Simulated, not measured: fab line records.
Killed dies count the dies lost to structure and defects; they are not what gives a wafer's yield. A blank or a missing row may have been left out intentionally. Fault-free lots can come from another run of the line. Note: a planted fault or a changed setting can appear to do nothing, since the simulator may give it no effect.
Chamber matching -- flow berkeley-cmos170 -- UCB170_M2_ETCH_17 on rie-diel-01 has 4 sister chambers
The step etches BARC in N2/H2. 8 wafers are shown with their chamber, then 8 later ones without.

== EACH WAFER AND ITS CHAMBER ==
wafer,chamber,drypump-motor-current-A (A),throttle-valve-pct (%)
L960.6,1,5.0,13.55
L962.6,1,4.9,13.57
L966.1,3,6.3,13.57
L966.2,2,5.1,13.58
L965.1,3,6.3,13.56
L965.3,0,6.5,13.89
L965.4,2,5.1,13.60
L967.2,0,6.5,13.91

== WAFERS WITHOUT THEIR CHAMBER ==
wafer,drypump-motor-current-A (A),throttle-valve-pct (%)
L967.3,5.1,13.60
L967.4,5.1,13.60
L969.2,6.3,13.56
L969.3,5.1,13.59
L969.5,5.0,13.59
L968.2,6.5,13.91
L968.3,6.3,13.55
L968.5,6.3,13.55

== EACH ONE'S CHAMBER ==
wafer,from the rows above,in truth
L967.3,2,2
L967.4,2,2
L969.2,3,3
L969.3,2,2
L969.5,can't be placed: 1 or 2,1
L968.2,0,0
L968.3,3,3
L968.5,3,3
Placed correctly: 7 of 8. From these rows, 1 cannot be placed; in 1 the true chamber is one of the candidates. Number placed wrongly: 0.
How it was worked out, from the rows above alone: a wafer's distance from a chamber is the root of the sum, over the readings, of the square of ((its reading less the chamber's mean) divided by the reading's scatter). If the next closest chamber is less than 2 further off than the closest, the wafer can't be placed; otherwise it belongs to the closest. A chamber's mean is the mean of its shown wafers. The scatter: take each reading less its chamber's mean, square it, sum over the shown wafers, divide by the number of wafers less the number of chambers, and take the root.
